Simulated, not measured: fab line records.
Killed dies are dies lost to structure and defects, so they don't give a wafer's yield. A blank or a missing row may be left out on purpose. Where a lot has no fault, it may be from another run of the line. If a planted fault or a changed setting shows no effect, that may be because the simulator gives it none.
fab line records ; flow rit_cmos
record lots=6; wafers=18; last_day=8
route steps=202 shown PRETRO@64 GATE@75 FOX2@80 REOX@98 NLDD@103 M1@202
lots with no fault: from the same line, run without faults
start_h: the number of hours between the record's first day and the start of the first shown wafer of the lot ; wait_h: time in hours since the lot's previous step ; " identical to the entry in the row above ; L1.1+2: a row that stands for several wafers ; - no value, or no start was given ; * or withheld: withheld ; < > ~ a bound
route shown NAME@n: NAME is a module with steps in the file, n the number in the route of the first one ; usual: mean and standard deviation over wafers with no fault ; same: alike in all rows ; chamber/n: place in a boat ; sites: each site's reading ; _std_site: the values' standard deviation ; _edge_site: mean of outer sites minus mean of inner sites ; radius_mm: how far each site lies from the wafer's centre ; mask NAME#n: copy n ; behind: the tool/chamber that last shaped the wafer ; hold: cause of the lot's hold/its duration in hours/its outcome ; device: whichever transistor did not switch (one of n, p or np) ; end of line: the tests these same wafers got at the end of their route ; a step with no rows: only its recipe ; killed: count of dies lost to structure and defects at first sort (not the wafer's yield) ; map: a wafer's dies, marking killed ones x, the rest . and places with no die _
set.NAME: the setting as run; set.NAME@STEP: as run at that earlier step ; model.NAME: the simulator's own value behind a step, which no gauge read
lots seen at some steps along the route; tables by step, rows by wafer
services: when a tool's chamber went out of use (start_h, in hours from the record's first day, below 0 if earlier), for how many hours, and the reason
## steps
# step RIT_PRETRO_HMDS_00
# recipe prime_time_s=60; prime_temp_c=140
# step RIT_PRETRO_COAT_01
# recipe resist=NOVOLAK; spin_rpm=2000; resist_thk_nm=1300
# step RIT_PRETRO_SOFTBAKE_02
# recipe resist=NOVOLAK; temp_c=90; time_s=60
# step RIT_PRETRO_EXPOSE_03
# recipe mask_id=M5; na=0.57; target_cd_nm=43700; dose_mj=250
# step RIT_PRETRO_PEB_04
# recipe resist=NOVOLAK; temp_c=withheld; time_s=withheld
# step RIT_PRETRO_DEVELOP_05
# recipe resist=NOVOLAK; develop_time_s=68; dev_temp_c=23
# step RIT_PRETRO_OVL_MEAS_06
# usual PRETRO_OVL=0.1/1.4
lot.wafer;tool;chamber;start_h;wait_h;PRETRO_OVL[nm]
L734.1;overlay-01;-;55.74;-;0.5
L734.3;overlay-01;-;55.74;-;0.9
L734.5;overlay-01;-;55.74;-;-0.5
L741.4;overlay-02;-;92.64;-;-1.4
L741.5;overlay-02;-;92.64;-;1.4
L741.6;overlay-02;-;92.64;-;-0.8
L746.3;overlay-01;-;117.00;-;-2.7
L746.5;overlay-01;-;117.00;-;-0.9
L746.6;overlay-01;-;117.00;-;0.1
L748.3;overlay-02;-;123.24;-;-1.4
L748.4;overlay-02;-;123.24;-;0.5
L748.5;overlay-02;-;123.24;-;-0.9
L749.4;overlay-02;-;128.76;-;0.3
L749.5;overlay-02;-;128.76;-;-0.2
L749.6;overlay-02;-;128.76;-;1.5
L753.4;overlay-01;-;149.95;-;0.4
L753.5;overlay-01;-;149.95;-;0.1
L753.6;overlay-01;-;149.95;-;-0.5
# step RIT_PRETRO_HARDBAKE_07
# recipe resist=NOVOLAK; temp_c=140; time_s=120
# step RIT_PRETRO_IMPLANT_08
# recipe species=B; energy_kev=45; dose_cm2=1.2e+13; tilt_deg=7
# step RIT_PRETRO_STRIP_09
# recipe chemistry=O2; time_s=180; resist=NOVOLAK; platen_temp_c=withheld; power_w=500; pressure_mtorr=4000; o2_flow_sccm=4000
# usual drypump_motor_current_A=5.96/0.29; o2_flow_sccm=3999/12; rf_refl_power_W=6.4/1.6
lot.wafer;tool;chamber;start_h;wait_h;drypump_motor_current_A;o2_flow_sccm;rf_hours_counter_h;rf_refl_power_W
L734.1;plasma_asher-03;0;56.17;0.1;5.87;3998;41;7.1
L734.3;plasma_asher-03;0;56.17;0.1;5.86;3988;-;6.8
L734.5;plasma_asher-03;0;56.17;0.1;5.86;3990;-;6.9
L741.4;plasma_asher-03;0;93.12;0.1;5.82;3997;-;7.3
L741.5;plasma_asher-03;1;93.12;0.1;5.73;3986;-;10.0
L741.6;plasma_asher-03;0;93.12;0.1;5.84;3988;-;6.9
L746.3;plasma_asher-02;1;117.52;0.1;5.93;4001;-;7.4
L746.5;plasma_asher-02;0;117.52;0.1;5.75;4002;-;6.6
L746.6;plasma_asher-02;1;117.52;0.1;5.91;4015;-;7.2
L748.3;plasma_asher-03;1;123.72;0.1;5.79;4009;-;10.0
L748.4;plasma_asher-03;0;123.72;0.1;5.84;3987;-;7.4
L748.5;plasma_asher-03;1;123.72;0.1;5.74;4004;-;10.0
L749.4;plasma_asher-01;1;129.24;0.1;6.46;3982;-;5.5
L749.5;plasma_asher-01;0;129.24;0.1;5.73;3997;-;4.8
L749.6;plasma_asher-01;1;129.24;0.1;6.44;3968;-;5.5
L753.4;plasma_asher-02;0;150.43;0.1;5.75;3985;-;6.4
L753.5;plasma_asher-02;1;150.43;0.1;5.97;3981;-;7.0
L753.6;plasma_asher-02;0;150.43;0.1;5.77;4002;-;6.3
# step RIT_PRETRO_TW_MEAS_10
# usual PRETRO_TW=473/3.4
lot.wafer;tool;chamber;start_h;wait_h;PRETRO_TW
L734.1;film_metro-04;-;56.35;0.1;467
L734.3;film_metro-04;-;56.35;0.1;465
L734.5;film_metro-04;-;56.35;0.1;468
L741.4;film_metro-03;-;93.27;0.1;474
L741.5;film_metro-03;-;93.27;0.1;475
L741.6;film_metro-03;-;93.27;0.1;472
L746.3;film_metro-03;-;117.66;0.1;471
L746.5;film_metro-03;-;117.66;0.1;469
L746.6;film_metro-03;-;117.66;0.1;471
L748.3;film_metro-02;-;123.86;0.1;476
L748.4;film_metro-02;-;123.86;0.1;473
L748.5;film_metro-02;-;123.86;0.1;474
L749.4;film_metro-02;-;129.38;0.1;472
L749.5;film_metro-02;-;129.38;0.1;475
L749.6;film_metro-02;-;129.38;0.1;473
L753.4;film_metro-04;-;150.57;0.1;470
L753.5;film_metro-04;-;150.57;0.1;467
L753.6;film_metro-04;-;150.57;0.1;471
# step RIT_GATE_WET_ETCH_00
# recipe chemistry=BOE; target=SiO2; target_depth_nm=56; time_s=60; dry=n2_spin; dilution=10:1; temp_c=21.5
# step RIT_GATE_CLEAN_01
# recipe chemistry=SC1; mix=3:3:50; time_s=600; temp_c=75
# usual bath_heat_duty_pct=15.8/1.4
lot.wafer;tool;chamber;start_h;wait_h;bath_heat_duty_pct
L734.1;wet_bench-02;3;56.43;0.0;14.4
L734.3;wet_bench-02;3;56.43;0.0;14.7
L734.5;wet_bench-02;3;56.43;0.0;14.1
L741.4;wet_bench-02;0;93.35;0.0;19.1
L741.5;wet_bench-02;0;93.35;0.0;19.4
L741.6;wet_bench-02;0;93.35;0.0;19.5
L746.3;wet_bench-02;2;117.73;0.0;14.5
L746.5;wet_bench-02;2;117.73;0.0;16.1
L746.6;wet_bench-02;2;117.73;0.0;16.1
L748.3;wet_bench-02;3;123.92;0.0;13.8
L748.4;wet_bench-02;3;123.92;0.0;14.5
L748.5;wet_bench-02;3;123.92;0.0;13.6
L749.4;wet_bench-03;3;129.44;0.0;16.5
L749.5;wet_bench-03;3;129.44;0.0;15.4
L749.6;wet_bench-03;3;129.44;0.0;15.3
L753.4;wet_bench-04;0;150.63;0.0;16.4
L753.5;wet_bench-04;0;150.63;0.0;16.0
L753.6;wet_bench-04;0;150.63;0.0;15.8
# step RIT_GATE_CLEAN_02
# recipe chemistry=dHF; dilution=50:1; time_s=30
# step RIT_GATE_CLEAN_03
# recipe chemistry=SC2; mix=3:3:50; time_s=600; temp_c=75; dry=n2_spin
# step RIT_GATE_CLEAN_04
# recipe chemistry=dHF; dilution=50:1; time_s=60; dry=n2_spin
# step RIT_FOX2_THK_MEAS_91
# recipe reads=SiO2_of_FOX2_OXIDATION_00
# usual FIELD_OXIDE_LEFT_2_THK=257/8.9
lot.wafer;tool;chamber;start_h;wait_h;FIELD_OXIDE_LEFT_2_THK[nm]
L734.1;film_metro-02;-;56.86;0.0;257
L734.3;film_metro-02;-;56.86;0.0;262
L734.5;film_metro-02;-;56.86;0.0;261
L741.4;film_metro-02;-;93.84;0.0;248
L741.5;film_metro-02;-;93.84;0.0;248
L741.6;film_metro-02;-;93.84;0.0;243
L746.3;film_metro-02;-;118.15;0.0;267
L746.5;film_metro-02;-;118.15;0.0;271
L746.6;film_metro-02;-;118.15;0.0;263
L748.3;film_metro-04;-;124.35;0.0;250
L748.4;film_metro-04;-;124.35;0.0;249
L748.5;film_metro-04;-;124.35;0.0;252
L749.4;film_metro-01;-;129.88;0.0;264
L749.5;film_metro-01;-;129.88;0.0;261
L749.6;film_metro-01;-;129.88;0.0;256
L753.4;film_metro-02;-;151.05;0.0;276
L753.5;film_metro-02;-;151.05;0.0;272
L753.6;film_metro-02;-;151.05;0.0;270
# step RIT_GATE_OXIDATION_05
# recipe temp_c=900; ambient=O2; target_thk_a=30; ox_time_s=270
# step RIT_GATE_ANNEAL_06
# recipe temp_c=900; time_s=600; ambient=N2O
# step RIT_GATE_THK_MEAS_07
# recipe reads=SiO2_of_GATE_OXIDATION_05
# usual GATE_OXIDE_THK=3.02/0.063
lot.wafer;tool;chamber;start_h;wait_h;GATE_OXIDE_THK[nm]
L734.1;film_metro-01;-;64.38;0.0;3.15
L734.3;film_metro-01;-;64.38;0.0;3.16
L734.5;film_metro-01;-;64.38;0.0;3.08
L741.4;film_metro-01;-;97.64;0.0;2.98
L741.5;film_metro-01;-;97.64;0.0;2.96
L741.6;film_metro-01;-;97.64;0.0;2.99
L746.3;film_metro-02;-;123.37;0.0;3.06
L746.5;film_metro-02;-;123.37;0.0;3.09
L746.6;film_metro-02;-;123.37;0.0;3.09
L748.3;film_metro-04;-;126.34;0.0;3.04
L748.4;film_metro-04;-;126.34;0.0;3.08
L748.5;film_metro-04;-;126.34;0.0;3.11
L749.4;film_metro-01;-;131.68;0.0;3.05
L749.5;film_metro-01;-;131.68;0.0;3.03
L749.6;film_metro-01;-;131.68;0.0;3.04
L753.4;film_metro-04;-;155.90;0.0;2.87
L753.5;film_metro-04;-;155.90;0.0;2.92
L753.6;film_metro-04;-;155.90;0.0;2.86
# step RIT_GATE_CVD_08
# recipe material=poly-Si; target_thk_nm=250; temp_c=610; precursor=SiH4; time_s=2220; pressure_mtorr=300; sih4_flow_sccm=96.9
# step RIT_GATE_THK_MEAS_09
# recipe reads=poly-Si_of_GATE_CVD_08
# usual GATE_POLY_THK=242.3/2.5
lot.wafer;tool;chamber;start_h;wait_h;GATE_POLY_THK[nm]
L734.1;film_metro-01;-;66.80;0.0;240.6
L734.3;film_metro-01;-;66.80;0.0;241.4
L734.5;film_metro-01;-;66.80;0.0;242.6
L741.4;film_metro-04;-;100.15;0.1;240.8
L741.5;film_metro-04;-;100.15;0.1;240.4
L741.6;film_metro-04;-;100.15;0.1;239.9
L746.3;film_metro-02;-;125.05;0.0;244.9
L746.5;film_metro-02;-;125.05;0.0;241.8
L746.6;film_metro-02;-;125.05;0.0;245.2
L748.3;film_metro-04;-;128.08;0.0;241.9
L748.4;film_metro-04;-;128.08;0.0;244.0
L748.5;film_metro-04;-;128.08;0.0;240.9
L749.4;film_metro-02;-;133.36;0.0;243.3
L749.5;film_metro-02;-;133.36;0.0;247.6
L749.6;film_metro-02;-;133.36;0.0;243.9
L753.4;film_metro-02;-;157.58;0.0;242.1
L753.5;film_metro-02;-;157.58;0.0;242.5
L753.6;film_metro-02;-;157.58;0.0;240.8
# step RIT_GATE_HMDS_10
# recipe prime_time_s=60; prime_temp_c=140
# step RIT_GATE_COAT_11
# recipe resist=NOVOLAK; spin_rpm=4250; resist_thk_nm=850
# step RIT_GATE_SOFTBAKE_12
# recipe resist=NOVOLAK; temp_c=90; time_s=60
# step RIT_GATE_EXPOSE_13
# recipe mask_id=M6; na=0.6; source_shape=conventional; sigma_outer=0.6; target_cd_nm=150; dose_mj=388.2
# step RIT_GATE_PEB_14
# recipe resist=NOVOLAK; temp_c=withheld; time_s=withheld
# step RIT_GATE_DEVELOP_15
# recipe resist=NOVOLAK; develop_time_s=50; dev_temp_c=23
# step RIT_GATE_CD_MEAS_16
# recipe target_cd_nm=150
# usual cd_nm=149.5/2.3
lot.wafer;tool;chamber;start_h;wait_h;cd_nm
L734.1;cd_sem-02;-;67.83;-;152.7
L734.3;cd_sem-02;-;67.83;-;150.5
L734.5;cd_sem-02;-;67.83;-;150.4
L741.4;cd_sem-01;-;101.21;-;147.6
L741.5;cd_sem-01;-;101.21;-;150.6
L741.6;cd_sem-01;-;101.21;-;149.9
L746.3;cd_sem-01;-;125.98;-;151.9
L746.5;cd_sem-01;-;125.98;-;152.7
L746.6;cd_sem-01;-;125.98;-;153.6
L748.3;cd_sem-02;-;129.13;-;150.7
L748.4;cd_sem-02;-;129.13;-;151.1
L748.5;cd_sem-02;-;129.13;-;149.7
L749.4;cd_sem-02;-;134.39;-;145.8
L749.5;cd_sem-02;-;134.39;-;145.3
L749.6;cd_sem-02;-;134.39;-;147.6
L753.4;cd_sem-02;-;158.65;-;150.5
L753.5;cd_sem-02;-;158.65;-;154.3
L753.6;cd_sem-02;-;158.65;-;151.7
# step RIT_GATE_OVL_MEAS_17
# usual GATE_OVL=-0.9/1.2
lot.wafer;tool;chamber;start_h;wait_h;GATE_OVL[nm]
L734.1;overlay-01;-;67.95;0.1;-3.8
L734.3;overlay-01;-;67.95;0.1;-0.4
L734.5;overlay-01;-;67.95;0.1;-0.7
L741.4;overlay-01;-;101.29;0.1;-1.4
L741.5;overlay-01;-;101.29;0.1;0.1
L741.6;overlay-01;-;101.29;0.1;-1.7
L746.3;overlay-02;-;126.07;0.1;-1.3
L746.5;overlay-02;-;126.07;0.1;-0.7
L746.6;overlay-02;-;126.07;0.1;-0.1
L748.3;overlay-02;-;129.22;0.1;-1.3
L748.4;overlay-02;-;129.22;0.1;-2.3
L748.5;overlay-02;-;129.22;0.1;-1.9
L749.4;overlay-01;-;134.47;0.1;-1.7
L749.5;overlay-01;-;134.47;0.1;-0.8
L749.6;overlay-01;-;134.47;0.1;-2.6
L753.4;overlay-01;-;158.72;0.1;1.6
L753.5;overlay-01;-;158.72;0.1;1.1
L753.6;overlay-01;-;158.72;0.1;0.9
# step RIT_GATE_HARDBAKE_18
# recipe resist=NOVOLAK; temp_c=140; time_s=60
# step RIT_GATE_ETCH_19
# recipe chemistry=SF6/CHF3/O2; time_s=165; SF6_flow_sccm=30; CHF3_flow_sccm=30; O2_flow_sccm=5; target=poly-Si; pressure_mtorr=40; rf_w=160; target_depth_a=3125; over_etch_frac=0.25; stop_on=SiO2
# usual drypump_motor_current_A=5.5/0.33; oes_product_au=0.826/0.011; throttle_valve_pct=10.24/0.11
lot.wafer;tool;chamber;start_h;wait_h;drypump_motor_current_A;oes_product_au;rf_hours_counter_h;throttle_valve_pct
L734.1;rie_si-01;3;68.14;0.1;5.6;0.815;35;10.30
L734.3;rie_si-01;0;68.14;0.1;5.5;0.815;100;10.04
L734.5;rie_si-01;2;68.14;0.1;5.8;0.833;-;10.37
L741.4;rie_si-02;3;101.46;0.1;5.7;0.827;78;10.13
L741.5;rie_si-02;1;101.46;0.1;5.4;0.826;-;10.15
L741.6;rie_si-02;0;101.46;0.1;5.9;0.834;-;10.27
L746.3;rie_si-01;1;126.25;0.1;5.1;0.853;124;10.37
L746.5;rie_si-01;0;126.25;0.1;5.5;0.820;-;10.05
L746.6;rie_si-01;3;126.25;0.1;5.6;0.824;-;10.29
L748.3;rie_si-01;3;129.40;0.1;5.5;0.814;35;10.31
L748.4;rie_si-01;1;129.40;0.1;5.1;0.845;124;10.38
L748.5;rie_si-01;3;129.40;0.1;5.5;0.818;-;10.31
L749.4;rie_si-02;3;134.64;0.1;5.7;0.828;78;10.14
L749.5;rie_si-02;2;134.64;0.1;4.9;0.830;-;10.26
L749.6;rie_si-02;1;134.64;0.1;5.4;0.832;-;10.17
L753.4;rie_si-02;3;158.89;0.1;5.7;0.832;79;10.13
L753.5;rie_si-02;0;158.89;0.1;5.9;0.834;-;10.28
L753.6;rie_si-02;1;158.89;0.1;5.3;0.834;-;10.15
# step RIT_GATE_STRIP_20
# recipe chemistry=O2; time_s=180; resist=NOVOLAK; platen_temp_c=withheld; power_w=500; pressure_mtorr=4000; o2_flow_sccm=4000
# usual drypump_motor_current_A=6.2/0.36; o2_flow_sccm=4002/11; rf_refl_power_W=5.9/0.73
lot.wafer;tool;chamber;start_h;wait_h;drypump_motor_current_A;o2_flow_sccm;rf_hours_counter_h;rf_refl_power_W
L734.1;plasma_asher-01;0;68.24;0.1;5.7;4016;42;5.0
L734.3;plasma_asher-01;1;68.24;0.1;6.4;4015;-;5.3
L734.5;plasma_asher-01;0;68.24;0.1;5.7;3990;-;5.0
L741.4;plasma_asher-02;0;101.63;0.1;5.7;3985;-;6.1
L741.5;plasma_asher-02;0;101.63;0.1;5.8;3999;-;6.3
L741.6;plasma_asher-02;1;101.63;0.1;5.9;3989;-;7.3
L746.3;plasma_asher-04;1;126.41;0.1;6.3;3990;-;6.4
L746.5;plasma_asher-04;1;126.41;0.1;6.3;4007;-;6.6
L746.6;plasma_asher-04;0;126.41;0.1;6.7;3984;-;6.4
L748.3;plasma_asher-01;0;129.56;0.1;5.8;4009;-;5.1
L748.4;plasma_asher-01;1;129.56;0.1;6.5;4017;-;5.4
L748.5;plasma_asher-01;1;129.56;0.1;6.4;4016;-;5.5
L749.4;plasma_asher-04;1;134.80;0.1;6.3;3983;-;6.7
L749.5;plasma_asher-04;1;134.80;0.1;6.3;4008;-;6.8
L749.6;plasma_asher-04;0;134.80;0.1;6.7;3998;-;6.0
L753.4;plasma_asher-01;1;159.06;0.1;6.5;4021;-;5.4
L753.5;plasma_asher-01;1;159.06;0.1;6.4;4014;-;5.5
L753.6;plasma_asher-01;0;159.06;0.1;5.7;4006;-;5.2
# step RIT_GATE_CD_MEAS_90
# recipe target_cd_nm=150
# usual cd_nm=149.5/2.3
lot.wafer;tool;chamber;start_h;wait_h;cd_nm
L734.1;cd_sem-02;-;68.42;0.1;152.7
L734.3;cd_sem-02;-;68.42;0.1;150.8
L734.5;cd_sem-02;-;68.42;0.1;150.8
L741.4;cd_sem-01;-;101.80;0.1;147.5
L741.5;cd_sem-01;-;101.80;0.1;150.8
L741.6;cd_sem-01;-;101.80;0.1;149.7
L746.3;cd_sem-02;-;126.57;0.1;152.1
L746.5;cd_sem-02;-;126.57;0.1;153.0
L746.6;cd_sem-02;-;126.57;0.1;153.7
L748.3;cd_sem-02;-;129.72;0.1;150.3
L748.4;cd_sem-02;-;129.72;0.1;150.9
L748.5;cd_sem-02;-;129.72;0.1;149.7
L749.4;cd_sem-01;-;134.98;0.1;146.2
L749.5;cd_sem-01;-;134.98;0.1;145.0
L749.6;cd_sem-01;-;134.98;0.1;147.4
L753.4;cd_sem-02;-;159.24;0.1;150.4
L753.5;cd_sem-02;-;159.24;0.1;154.4
L753.6;cd_sem-02;-;159.24;0.1;151.8
# step RIT_REOX_CLEAN_00
# recipe chemistry=SC1; mix=3:3:50; time_s=600; temp_c=75
# step RIT_REOX_CLEAN_01
# recipe chemistry=dHF; dilution=50:1; time_s=30
# step RIT_REOX_CLEAN_02
# recipe chemistry=SC2; mix=3:3:50; time_s=600; temp_c=75; dry=n2_spin
# step RIT_REOX_OXIDATION_03
# recipe temp_c=900; ambient=O2; target_thk_a=252; ox_time_s=5804
# step RIT_REOX_THK_MEAS_04
# recipe reads=SiO2_of_REOX_OXIDATION_03
# usual REOX_OXIDE_THK=26.1/0.42
lot.wafer;tool;chamber;start_h;wait_h;REOX_OXIDE_THK[nm]
L734.1;film_metro-02;-;73.43;0.0;26.4
L734.3;film_metro-02;-;73.43;0.0;27.0
L734.5;film_metro-02;-;73.43;0.0;26.5
L741.4;film_metro-02;-;105.92;0.0;26.4
L741.5;film_metro-02;-;105.92;0.0;26.1
L741.6;film_metro-02;-;105.92;0.0;26.4
L746.3;film_metro-02;-;129.60;0.0;25.6
L746.5;film_metro-02;-;129.60;0.0;26.0
L746.6;film_metro-02;-;129.60;0.0;26.2
L748.3;film_metro-01;-;133.56;0.0;25.6
L748.4;film_metro-01;-;133.56;0.0;25.4
L748.5;film_metro-01;-;133.56;0.0;25.3
L749.4;film_metro-03;-;139.32;0.0;25.8
L749.5;film_metro-03;-;139.32;0.0;25.9
L749.6;film_metro-03;-;139.32;0.0;25.5
L753.4;film_metro-03;-;164.33;0.0;26.5
L753.5;film_metro-03;-;164.33;0.0;26.3
L753.6;film_metro-03;-;164.33;0.0;26.3
# step RIT_NLDD_HMDS_00
# recipe prime_time_s=60; prime_temp_c=140
# step RIT_NLDD_COAT_01
# recipe resist=NOVOLAK; spin_rpm=3250; resist_thk_nm=1000
# step RIT_NLDD_SOFTBAKE_02
# recipe resist=NOVOLAK; temp_c=90; time_s=60
# step RIT_M1_PROBE_99
# usual killed_at_M0_to_M3=0.0/0.12; killed_at_front_end=7.5/2.8; killed_dies=7.6/2.9; killed_on_rim=2.1/1.4; killed_open=3.7/2; killed_short=3.8/2
# same gross_dies=264; killed_at_M4_up=0; killed_at_back_side=0; killed_at_contacts=0; killed_at_other=0
lot.wafer;tool;chamber;start_h;wait_h;killed_at_M0_to_M3;killed_at_front_end;killed_dies;killed_on_rim;killed_open;killed_short
L734.1;prober-01;-;90.62;0.1;1;7;8;2;4;4
L734.3;prober-01;-;90.72;0.2;0;5;5;3;3;2
L734.5;prober-01;-;90.82;0.2;0;10;10;2;9;1
L741.4;prober-01;-;122.75;0.2;0;9;9;2;4;5
L741.5;prober-01;-;122.80;0.2;0;8;8;5;0;8
L741.6;prober-01;-;122.85;0.2;0;3;3;0;2;1
L746.3;prober-02;-;146.17;0.2;0;45;45;15;4;4
L746.5;prober-02;-;146.27;0.2;0;45;45;12;8;3
L746.6;prober-02;-;146.32;0.2;0;52;52;11;7;6
L748.3;prober-02;-;151.56;0.2;0;54;54;12;6;5
L748.4;prober-02;-;151.61;0.2;0;53;53;7;4;4
L748.5;prober-02;-;151.66;0.2;0;51;51;8;4;4
L749.4;prober-01;-;155.99;0.2;0;4;4;1;1;3
L749.5;prober-01;-;156.04;0.2;0;5;5;1;2;3
L749.6;prober-01;-;156.09;0.2;0;6;6;1;3;3
# killed by level:class
L734.1 GATE:geometric_particle:short=2 ACTIVE:geometric_particle:open=1 FOX1:geometric_particle:open=1 FOX2:geometric_particle:open=1 GATE:geometric_particle:open=1 SILICIDE:geometric_particle:short=1 M1:geometric_particle:short=1
L734.3 GATE:geometric_particle:short=2 FOX1:geometric_particle:open=1 GATE:geometric_particle:open=1 SILICIDE:geometric_particle:open=1
L734.5 SILICIDE:geometric_particle:open=5 FOX1:geometric_particle:open=2 FOX1:geometric_particle:short=1 GATE:geometric_particle:open=1 REOX:geometric_particle:open=1
L741.4 GATE:geometric_particle:short=4 SPACER:geometric_particle:open=2 GATE:geometric_particle:open=1 SPACER:geometric_particle:short=1 SILICIDE:geometric_particle:open=1
L741.5 FOX2:geometric_particle:short=3 GATE:geometric_particle:short=2 FOX1:geometric_particle:short=1 REOX:geometric_particle:short=1 SPACER:geometric_particle:short=1
L741.6 FOX1:geometric_particle:short=1 REOX:geometric_particle:open=1 SPACER:geometric_particle:open=1
L746.3 GATE:unspecified=37 GATE:geometric_particle:short=3 GATE:geometric_particle:open=2 FOX1:geometric_particle:open=1 SPACER:geometric_particle:open=1 SILICIDE:geometric_particle:short=1
L746.5 GATE:unspecified=34 REOX:geometric_particle:open=4 GATE:geometric_particle:short=2 GATE:geometric_particle:open=2 FOX2:geometric_particle:open=1 REOX:geometric_particle:short=1 SPACER:geometric_particle:open=1
L746.6 GATE:unspecified=39 GATE:geometric_particle:open=5 FOX1:geometric_particle:short=2 FOX2:geometric_particle:short=2 FOX2:geometric_particle:open=1 GATE:geometric_particle:short=1 SPACER:geometric_particle:open=1 SPACER:geometric_particle:short=1
L748.3 GATE:unspecified=43 GATE:geometric_particle:open=2 SPACER:geometric_particle:open=2 SILICIDE:geometric_particle:short=2 FOX1:geometric_particle:open=1 FOX2:geometric_particle:short=1 GATE:geometric_particle:short=1 REOX:geometric_particle:open=1
L748.4 GATE:unspecified=45 GATE:geometric_particle:open=2 GATE:geometric_particle:short=2 FOX2:geometric_particle:short=1 REOX:geometric_particle:short=1 REOX:geometric_particle:open=1 SILICIDE:geometric_particle:open=1
L748.5 GATE:unspecified=43 GATE:geometric_particle:open=3 FOX2:geometric_particle:short=2 FOX1:geometric_particle:open=1 SPACER:geometric_particle:short=1 SILICIDE:geometric_particle:short=1
L749.4 REOX:geometric_particle:short=3 GATE:geometric_particle:open=1
L749.5 FOX2:geometric_particle:open=1 FOX2:geometric_particle:short=1 GATE:geometric_particle:open=1 GATE:geometric_particle:short=1 REOX:geometric_particle:short=1
L749.6 GATE:geometric_particle:short=2 SILICIDE:geometric_particle:open=1 GATE:geometric_particle:open=1 REOX:geometric_particle:open=1 SPACER:geometric_particle:short=1
# map L746.6 (x killed, . not)
________......._______
_____.......xxxxxx____
____..x....xxxxxxxx___
___.......x.xxxxxxxx__
__.........xxxxxxxxxx_
__..x........xxxxx..._
_.....x...x...x.x.x...
_...................x.
_.....x...............
_x.........x..........
__............x......_
__..........x........_
___.................__
____...x...........___
_____.............____
________......._______
# map L748.3 (x killed, . not)
________......._______
_____.............____
____..x.x..........___
___.................__
__x..x..............._
__xxxxxxx............_
_xxxxxxx..............
_xxxxxxx.x............
_xxxxxxxxx......x.....
_.xxxxxx..........x.x.
__xxxxx.............._
__...............x..._
___.................__
____.....x.........___
_____..x.........x____
________.x....._______
## services
tool;chamber;start_h;hours;kind
rie_si-02;0;67.17;8.1;repair
rie_si-01;-;69.51;3.8;repair
plasma_asher-02;-;72.58;11.4;pm
rie_si-02;0;84.39;-;clean
rie_si-02;0;84.39;15.2;scheduled_down
rie_si-02;0;84.39;15.2;vent_cycle
plasma_asher-01;-;108.75;9.0;pm
plasma_asher-01;0;108.75;9.0;vent_cycle
plasma_asher-01;1;108.75;9.0;vent_cycle
plasma_asher-03;-;110.39;7.6;repair
plasma_asher-01;0;117.75;-;clean
plasma_asher-01;1;117.75;-;clean
rie_si-01;1;157.16;18.5;repair
plasma_asher-04;-;158.88;1.4;repair
## key
first_sign step=RIT_M1_PROBE_99; reading=killed_at_front_end; direction=up; sigmas=15; usual=7.5; struck=50
effect step=RIT_M1_PROBE_99; reading=killed_dies; direction=up; sigmas=15; usual=7.6; struck=50
met_at RIT_GATE_CLEAN_01
struck_wafers L746.3,L746.5,L746.6,L748.3,L748.4,L748.5
tester_left_out L746,L748
onset_between 93.35 117.73
also_fits RIT_GATE_ETCH_19:rie_si-01
fault kind=chamber_particle_source; tool=wet_bench-02; chamber=-; onset_h=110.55; steps=RIT_GATE_CLEAN_01; rate_per_visit_cm2=2.0568; end_h=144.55
# tester_left_out: of these lots the tester's yield and bins aren't shown, on N5 and GAA mostly nor the transistor test; their killed dies are dies lost to structure and defects alone, not to doping, threshold or leakage, so they don't give the yield
